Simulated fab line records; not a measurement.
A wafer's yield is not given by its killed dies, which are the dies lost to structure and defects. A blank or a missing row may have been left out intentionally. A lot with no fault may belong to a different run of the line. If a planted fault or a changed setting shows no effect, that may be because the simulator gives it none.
fab line records :: flow ritCmos
[record]
  lots = 14
  wafers = 42
  lastDay = 7
route steps=202 shown GATE@81
lots that met no fault: taken from a fault-free run of the same line
startH: start of the lot's first displayed wafer, in hours after the record's first day :: waitH: hours from the lot's prior step to this one :: " the same as in the row above :: L1.1+2: several wafers, shown together as one row :: - value missing, or start not given :: * or withheld: withheld :: < > ~ a bound
route shown NAME@n: names a module that has steps shown in the file, with the first one's number in the route :: usual: the fault-free wafers' mean and standard deviation :: same: alike in all rows :: chamber/n: place in a boat :: sites: per-site readings :: _std_site: the values' standard deviation :: _edge_site: the outer-site mean with the inner-site mean subtracted :: radiusMm: how far each site lies from the wafer's centre :: mask NAME#n: copy n :: behind: tool/chamber where the wafer was last shaped :: hold: what put the lot on hold/how long, in hours/how the hold closed :: device: whichever transistor did not switch (one of n, p or np) :: end of line: tests run on the same wafers once the route is complete :: a step with no rows: only its recipe :: killed: dies lost to structure and defects at the first sort, not the wafer's yield :: map: per-die view of a wafer (x killed, . not killed, _ where there is no die)
set.NAME: the setting as run; set.NAME@STEP: as run at that earlier step :: model.NAME: the simulator's own value behind a step, which no gauge read
steps of the route over a sample of lots; a table a step, a row a wafer
services: a tool's chamber out of use, with start hour (startH, from the record's first day; less than 0 if before it), hours out, and reason
[[steps]]
[step RIT_GATE_OXIDATION_05]
[recipe]
  tempC = 900
  ambient = O2
  targetThkA = 30
  oxTimeS = 270
[usual]
  spikeTcCentreC = 902.7/1.8
  spikeTcLoadC = 924.5/2
  spikeTcSourceC = 926.9/2.8
  tubeCenterTempC = 900.01/0.078
  tube_center_temp_C_max = 902.3/0.38
lot.wafer: L418.1
tool: furnace-01
chamber: 0
startH: 34.46
waitH: 0.1
spikeTcCentreC: 901.0
spikeTcLoadC: 922.2
spikeTcSourceC: 924.0
tubeCenterTempC: 899.97
tube_center_temp_C_max: 902.3

lot.wafer: L418.4
tool: furnace-01
chamber: 0
startH: 34.46
waitH: 0.1
spikeTcCentreC: 900.8
spikeTcLoadC: 922.0
spikeTcSourceC: 922.9
tubeCenterTempC: 900.09
tube_center_temp_C_max: 901.8

lot.wafer: L418.6
tool: furnace-01
chamber: 0
startH: 34.46
waitH: 0.1
spikeTcCentreC: 901.8
spikeTcLoadC: 921.2
spikeTcSourceC: 923.1
tubeCenterTempC: 899.98
tube_center_temp_C_max: 902.4

lot.wafer: L420.1
tool: furnace-01
chamber: 0
startH: 47.74
waitH: 1.0
spikeTcCentreC: 901.8
spikeTcLoadC: 922.0
spikeTcSourceC: 920.7
tubeCenterTempC: 899.96
tube_center_temp_C_max: 902.6

lot.wafer: L420.2
tool: furnace-01
chamber: 0
startH: 47.74
waitH: 1.0
spikeTcCentreC: 901.8
spikeTcLoadC: 924.1
spikeTcSourceC: 922.6
tubeCenterTempC: 900
tube_center_temp_C_max: 903.0

lot.wafer: L420.5
tool: furnace-01
chamber: 0
startH: 47.74
waitH: 1.0
spikeTcCentreC: 902.1
spikeTcLoadC: 922.4
spikeTcSourceC: 923.2
tubeCenterTempC: 900.01
tube_center_temp_C_max: 903.2

lot.wafer: L421.2
tool: furnace-04
chamber: 0
startH: 51.24
waitH: 0.0
spikeTcCentreC: 900.6
spikeTcLoadC: 925.0
spikeTcSourceC: 928.2
tubeCenterTempC: 900
tube_center_temp_C_max: 902.3

lot.wafer: L421.4
tool: furnace-04
chamber: 0
startH: 51.24
waitH: 0.0
spikeTcCentreC: 900.8
spikeTcLoadC: 924.3
spikeTcSourceC: 929.8
tubeCenterTempC: 900.04
tube_center_temp_C_max: 902.4

lot.wafer: L421.6
tool: furnace-04
chamber: 0
startH: 51.24
waitH: 0.0
spikeTcCentreC: 901.8
spikeTcLoadC: 923.9
spikeTcSourceC: 929.0
tubeCenterTempC: 899.99
tube_center_temp_C_max: 902.3

lot.wafer: L423.1
tool: furnace-01
chamber: 0
startH: 62.52
waitH: 1.1
spikeTcCentreC: 901.7
spikeTcLoadC: 921.3
spikeTcSourceC: 923.2
tubeCenterTempC: 900.07
tube_center_temp_C_max: 902.0

lot.wafer: L423.5
tool: furnace-01
chamber: 0
startH: 62.52
waitH: 1.1
spikeTcCentreC: 901.4
spikeTcLoadC: 923.2
spikeTcSourceC: 925.2
tubeCenterTempC: 899.96
tube_center_temp_C_max: 902.2

lot.wafer: L423.6
tool: furnace-01
chamber: 0
startH: 62.52
waitH: 1.1
spikeTcCentreC: 902.5
spikeTcLoadC: 924.1
spikeTcSourceC: 922.5
tubeCenterTempC: 900.06
tube_center_temp_C_max: 901.7

lot.wafer: L425.2
tool: furnace-03
chamber: 0
startH: 67.97
waitH: 0.0
spikeTcCentreC: 903.5
spikeTcLoadC: 926.3
spikeTcSourceC: 930.1
tubeCenterTempC: 900.09
tube_center_temp_C_max: 902.1

lot.wafer: L425.3
tool: furnace-03
chamber: 0
startH: 67.97
waitH: 0.0
spikeTcCentreC: 903.8
spikeTcLoadC: 926.9
spikeTcSourceC: 926.5
tubeCenterTempC: 899.99
tube_center_temp_C_max: 902.3

lot.wafer: L425.5
tool: furnace-03
chamber: 0
startH: 67.97
waitH: 0.0
spikeTcCentreC: 905.8
spikeTcLoadC: 926.9
spikeTcSourceC: 928.1
tubeCenterTempC: 900.01
tube_center_temp_C_max: 902.4

lot.wafer: L426.2
tool: furnace-03
chamber: 0
startH: 75.96
waitH: 0.9
spikeTcCentreC: 905.5
spikeTcLoadC: 926.3
spikeTcSourceC: 928.2
tubeCenterTempC: 900.01
tube_center_temp_C_max: 902.3

lot.wafer: L426.4
tool: furnace-03
chamber: 0
startH: 75.96
waitH: 0.9
spikeTcCentreC: 906.9
spikeTcLoadC: 927.1
spikeTcSourceC: 928.0
tubeCenterTempC: 900
tube_center_temp_C_max: 902.2

lot.wafer: L426.6
tool: furnace-03
chamber: 0
startH: 75.96
waitH: 0.9
spikeTcCentreC: 905.9
spikeTcLoadC: 927.5
spikeTcSourceC: 927.4
tubeCenterTempC: 900
tube_center_temp_C_max: 902.2

lot.wafer: L427.1
tool: furnace-03
chamber: 0
startH: 81.51
waitH: 0.1
spikeTcCentreC: 892.5
spikeTcLoadC: 915.4
spikeTcSourceC: 919.8
tubeCenterTempC: 888.11
tube_center_temp_C_max: 891.0

lot.wafer: L427.3
tool: furnace-03
chamber: 0
startH: 81.51
waitH: 0.1
spikeTcCentreC: 891.5
spikeTcLoadC: 915.1
spikeTcSourceC: 916.1
tubeCenterTempC: 888.17
tube_center_temp_C_max: 890.1

lot.wafer: L427.5
tool: furnace-03
chamber: 0
startH: 81.51
waitH: 0.1
spikeTcCentreC: 892.0
spikeTcLoadC: 914.6
spikeTcSourceC: 916.9
tubeCenterTempC: 888.07
tube_center_temp_C_max: 891.1

lot.wafer: L428.2
tool: furnace-04
chamber: 0
startH: 83.75
waitH: 0.2
spikeTcCentreC: 901.4
spikeTcLoadC: 925.6
spikeTcSourceC: 929.2
tubeCenterTempC: 899.98
tube_center_temp_C_max: 902.1

lot.wafer: L428.3
tool: furnace-04
chamber: 0
startH: 83.75
waitH: 0.2
spikeTcCentreC: 901.8
spikeTcLoadC: 923.8
spikeTcSourceC: 928.5
tubeCenterTempC: 899.84
tube_center_temp_C_max: 901.9

lot.wafer: L428.4
tool: furnace-04
chamber: 0
startH: 83.75
waitH: 0.2
spikeTcCentreC: 900.1
spikeTcLoadC: 923.9
spikeTcSourceC: 929.1
tubeCenterTempC: 900.04
tube_center_temp_C_max: 902.0

lot.wafer: L429.1
tool: furnace-03
chamber: 0
startH: 88.64
waitH: 0.7
spikeTcCentreC: 893.8
spikeTcLoadC: 913.8
spikeTcSourceC: 915.4
tubeCenterTempC: 888.08
tube_center_temp_C_max: 890.0

lot.wafer: L429.4
tool: furnace-03
chamber: 0
startH: 88.64
waitH: 0.7
spikeTcCentreC: 892.0
spikeTcLoadC: 915.0
spikeTcSourceC: 914.8
tubeCenterTempC: 888.18
tube_center_temp_C_max: 890.2

lot.wafer: L429.6
tool: furnace-03
chamber: 0
startH: 88.64
waitH: 0.7
spikeTcCentreC: 893.2
spikeTcLoadC: 914.4
spikeTcSourceC: 918.1
tubeCenterTempC: 888.2
tube_center_temp_C_max: 890.4

lot.wafer: L430.4
tool: furnace-01
chamber: 0
startH: 94.60
waitH: 0.8
spikeTcCentreC: 901.1
spikeTcLoadC: 922.9
spikeTcSourceC: 923.2
tubeCenterTempC: 900.04
tube_center_temp_C_max: 902.3

lot.wafer: L430.5
tool: furnace-01
chamber: 0
startH: 94.60
waitH: 0.8
spikeTcCentreC: 901.2
spikeTcLoadC: 923.0
spikeTcSourceC: 922.9
tubeCenterTempC: 900.15
tube_center_temp_C_max: 902.2

lot.wafer: L430.6
tool: furnace-01
chamber: 0
startH: 94.60
waitH: 0.8
spikeTcCentreC: 899.7
spikeTcLoadC: 923.1
spikeTcSourceC: 922.9
tubeCenterTempC: 899.92
tube_center_temp_C_max: 902.3

lot.wafer: L431.1
tool: furnace-01
chamber: 0
startH: 98.42
waitH: 0.1
spikeTcCentreC: 901.3
spikeTcLoadC: 922.6
spikeTcSourceC: 923.4
tubeCenterTempC: 900.07
tube_center_temp_C_max: 901.8

lot.wafer: L431.2
tool: furnace-01
chamber: 0
startH: 98.42
waitH: 0.1
spikeTcCentreC: 901.3
spikeTcLoadC: 922.3
spikeTcSourceC: 923.6
tubeCenterTempC: 900.03
tube_center_temp_C_max: 902.0

lot.wafer: L431.4
tool: furnace-01
chamber: 0
startH: 98.42
waitH: 0.1
spikeTcCentreC: 901.7
spikeTcLoadC: 923.6
spikeTcSourceC: 924.5
tubeCenterTempC: 899.98
tube_center_temp_C_max: 902.1

lot.wafer: L432.1
tool: furnace-01
chamber: 0
startH: 102.05
waitH: 0.1
spikeTcCentreC: 901.2
spikeTcLoadC: 922.8
spikeTcSourceC: 923.6
tubeCenterTempC: 899.85
tube_center_temp_C_max: 902.1

lot.wafer: L432.4
tool: furnace-01
chamber: 0
startH: 102.05
waitH: 0.1
spikeTcCentreC: 902.7
spikeTcLoadC: 923.3
spikeTcSourceC: 922.6
tubeCenterTempC: 899.99
tube_center_temp_C_max: 902.2

lot.wafer: L432.6
tool: furnace-01
chamber: 0
startH: 102.05
waitH: 0.1
spikeTcCentreC: 901.0
spikeTcLoadC: 922.6
spikeTcSourceC: 925.9
tubeCenterTempC: 900
tube_center_temp_C_max: 901.8

lot.wafer: L437.3
tool: furnace-01
chamber: 0
startH: 129.08
waitH: 0.0
spikeTcCentreC: 901.5
spikeTcLoadC: 921.0
spikeTcSourceC: 922.2
tubeCenterTempC: 899.9
tube_center_temp_C_max: 901.7

lot.wafer: L437.4
tool: furnace-01
chamber: 0
startH: 129.08
waitH: 0.0
spikeTcCentreC: 901.8
spikeTcLoadC: 922.9
spikeTcSourceC: 924.0
tubeCenterTempC: 900.06
tube_center_temp_C_max: 902.9

lot.wafer: L437.5
tool: furnace-01
chamber: 0
startH: 129.08
waitH: 0.0
spikeTcCentreC: 901.9
spikeTcLoadC: 923.1
spikeTcSourceC: 924.3
tubeCenterTempC: 900.05
tube_center_temp_C_max: 902.3

lot.wafer: L441.2
tool: furnace-04
chamber: 0
startH: 148.46
waitH: 0.2
spikeTcCentreC: 900.9
spikeTcLoadC: 923.8
spikeTcSourceC: 927.6
tubeCenterTempC: 899.88
tube_center_temp_C_max: 902.4

lot.wafer: L441.4
tool: furnace-04
chamber: 0
startH: 148.46
waitH: 0.2
spikeTcCentreC: 899.9
spikeTcLoadC: 924.2
spikeTcSourceC: 928.8
tubeCenterTempC: 900.08
tube_center_temp_C_max: 902.3

lot.wafer: L441.6
tool: furnace-04
chamber: 0
startH: 148.46
waitH: 0.2
spikeTcCentreC: 900.6
spikeTcLoadC: 924.2
spikeTcSourceC: 927.7
tubeCenterTempC: 899.97
tube_center_temp_C_max: 902.2
[step RIT_GATE_THK_MEAS_07]
[recipe]
  reads = SiO2_of_GATE_OXIDATION_05
[usual]
  GATE_OXIDE_THK = 3.04/0.07
lot.wafer: L418.1
tool: filmMetro-04
chamber: -
startH: 35.84
waitH: 0.0
GATE_OXIDE_THK[nm]: 3.02

lot.wafer: L418.4
tool: filmMetro-04
chamber: -
startH: 35.84
waitH: 0.0
GATE_OXIDE_THK[nm]: 3.07

lot.wafer: L418.6
tool: filmMetro-04
chamber: -
startH: 35.84
waitH: 0.0
GATE_OXIDE_THK[nm]: 3.07

lot.wafer: L420.1
tool: filmMetro-02
chamber: -
startH: 49.06
waitH: 0.0
GATE_OXIDE_THK[nm]: 2.99

lot.wafer: L420.2
tool: filmMetro-02
chamber: -
startH: 49.06
waitH: 0.0
GATE_OXIDE_THK[nm]: 3.00

lot.wafer: L420.5
tool: filmMetro-02
chamber: -
startH: 49.06
waitH: 0.0
GATE_OXIDE_THK[nm]: 2.94

lot.wafer: L421.2
tool: filmMetro-04
chamber: -
startH: 52.58
waitH: 0.0
GATE_OXIDE_THK[nm]: 3.11

lot.wafer: L421.4
tool: filmMetro-04
chamber: -
startH: 52.58
waitH: 0.0
GATE_OXIDE_THK[nm]: 3.14

lot.wafer: L421.6
tool: filmMetro-04
chamber: -
startH: 52.58
waitH: 0.0
GATE_OXIDE_THK[nm]: 3.08

lot.wafer: L423.1
tool: filmMetro-01
chamber: -
startH: 64.16
waitH: 0.0
GATE_OXIDE_THK[nm]: 3.05

lot.wafer: L423.5
tool: filmMetro-01
chamber: -
startH: 64.16
waitH: 0.0
GATE_OXIDE_THK[nm]: 2.98

lot.wafer: L423.6
tool: filmMetro-01
chamber: -
startH: 64.16
waitH: 0.0
GATE_OXIDE_THK[nm]: 2.98

lot.wafer: L425.2
tool: filmMetro-04
chamber: -
startH: 69.53
waitH: 0.0
GATE_OXIDE_THK[nm]: 3.09

lot.wafer: L425.3
tool: filmMetro-04
chamber: -
startH: 69.53
waitH: 0.0
GATE_OXIDE_THK[nm]: 3.06

lot.wafer: L425.5
tool: filmMetro-04
chamber: -
startH: 69.53
waitH: 0.0
GATE_OXIDE_THK[nm]: 3.00

lot.wafer: L426.2
tool: filmMetro-01
chamber: -
startH: 78.90
waitH: 0.0
GATE_OXIDE_THK[nm]: 3.10

lot.wafer: L426.4
tool: filmMetro-01
chamber: -
startH: 78.90
waitH: 0.0
GATE_OXIDE_THK[nm]: 2.98

lot.wafer: L426.6
tool: filmMetro-01
chamber: -
startH: 78.90
waitH: 0.0
GATE_OXIDE_THK[nm]: 3.06

lot.wafer: L427.1
tool: filmMetro-02
chamber: -
startH: 82.84
waitH: 0.0
GATE_OXIDE_THK[nm]: 2.56

lot.wafer: L427.3
tool: filmMetro-02
chamber: -
startH: 82.84
waitH: 0.0
GATE_OXIDE_THK[nm]: 2.59

lot.wafer: L427.5
tool: filmMetro-02
chamber: -
startH: 82.84
waitH: 0.0
GATE_OXIDE_THK[nm]: 2.64

lot.wafer: L428.2
tool: filmMetro-01
chamber: -
startH: 85.55
waitH: 0.0
GATE_OXIDE_THK[nm]: 3.16

lot.wafer: L428.3
tool: filmMetro-01
chamber: -
startH: 85.55
waitH: 0.0
GATE_OXIDE_THK[nm]: 3.11

lot.wafer: L428.4
tool: filmMetro-01
chamber: -
startH: 85.55
waitH: 0.0
GATE_OXIDE_THK[nm]: 3.17

lot.wafer: L429.1
tool: filmMetro-01
chamber: -
startH: 89.96
waitH: 0.0
GATE_OXIDE_THK[nm]: 2.58

lot.wafer: L429.4
tool: filmMetro-01
chamber: -
startH: 89.96
waitH: 0.0
GATE_OXIDE_THK[nm]: 2.67

lot.wafer: L429.6
tool: filmMetro-01
chamber: -
startH: 89.96
waitH: 0.0
GATE_OXIDE_THK[nm]: 2.64

lot.wafer: L430.4
tool: filmMetro-04
chamber: -
startH: 97.89
waitH: 0.0
GATE_OXIDE_THK[nm]: 2.93

lot.wafer: L430.5
tool: filmMetro-04
chamber: -
startH: 97.89
waitH: 0.0
GATE_OXIDE_THK[nm]: 2.98

lot.wafer: L430.6
tool: filmMetro-04
chamber: -
startH: 97.89
waitH: 0.0
GATE_OXIDE_THK[nm]: 3.00

lot.wafer: L431.1
tool: filmMetro-04
chamber: -
startH: 99.75
waitH: 0.0
GATE_OXIDE_THK[nm]: 2.94

lot.wafer: L431.2
tool: filmMetro-04
chamber: -
startH: 99.75
waitH: 0.0
GATE_OXIDE_THK[nm]: 3.04

lot.wafer: L431.4
tool: filmMetro-04
chamber: -
startH: 99.75
waitH: 0.0
GATE_OXIDE_THK[nm]: 2.95

lot.wafer: L432.1
tool: filmMetro-01
chamber: -
startH: 103.38
waitH: 0.0
GATE_OXIDE_THK[nm]: 3.08

lot.wafer: L432.4
tool: filmMetro-01
chamber: -
startH: 103.38
waitH: 0.0
GATE_OXIDE_THK[nm]: 3.11

lot.wafer: L432.6
tool: filmMetro-01
chamber: -
startH: 103.38
waitH: 0.0
GATE_OXIDE_THK[nm]: 3.11

lot.wafer: L437.3
tool: filmMetro-02
chamber: -
startH: 130.42
waitH: 0.0
GATE_OXIDE_THK[nm]: 2.92

lot.wafer: L437.4
tool: filmMetro-02
chamber: -
startH: 130.42
waitH: 0.0
GATE_OXIDE_THK[nm]: 2.89

lot.wafer: L437.5
tool: filmMetro-02
chamber: -
startH: 130.42
waitH: 0.0
GATE_OXIDE_THK[nm]: 2.98

lot.wafer: L441.2
tool: filmMetro-04
chamber: -
startH: 151.10
waitH: 0.0
GATE_OXIDE_THK[nm]: 3.03

lot.wafer: L441.4
tool: filmMetro-04
chamber: -
startH: 151.10
waitH: 0.0
GATE_OXIDE_THK[nm]: 3.05

lot.wafer: L441.6
tool: filmMetro-04
chamber: -
startH: 151.10
waitH: 0.0
GATE_OXIDE_THK[nm]: 3.08
[[services]]
tool: furnace-01
chamber: -
startH: 25.65
hours: 2.7
kind: pm

tool: furnace-03
chamber: -
startH: 42.05
hours: 2.9
kind: pm

tool: furnace-04
chamber: -
startH: 133.46
hours: 3.8
kind: pm
[[key]]
[firstSign]
  step = RIT_GATE_OXIDATION_05
  reading = tubeCenterTempC
  direction = down
  sigmas = 99+
  usual = *
  struck = *
[effect]
  step = RIT_GATE_OXIDATION_05
  reading = tube_center_temp_C_max
  direction = down
  sigmas = 31
  usual = *
  struck = *
[effect]
  step = RIT_GATE_THK_MEAS_07
  reading = GATE_OXIDE_THK
  direction = down
  sigmas = 6
  usual = 3.04
  struck = 2.62
metAt RIT_GATE_OXIDATION_05
struckLots L427,L429
testerLeftOut L427,L429
onsetBetween 75.96 81.51
[fault]
  kind = processParameterDrift
  tool = furnace-03
  chamber = -
  onsetH = 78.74
  steps = RIT_GATE_OXIDATION_05
  channel = tempC
  offset = *
  shape = step
  endH = 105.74
  actsIn = *
  stated = *
// testerLeftOut: of these lots the tester's yield and bins aren't shown, on N5 and GAA mostly nor the transistor test; their killed dies are dies lost to structure and defects alone, not to doping, threshold or leakage, so they don't give the yield
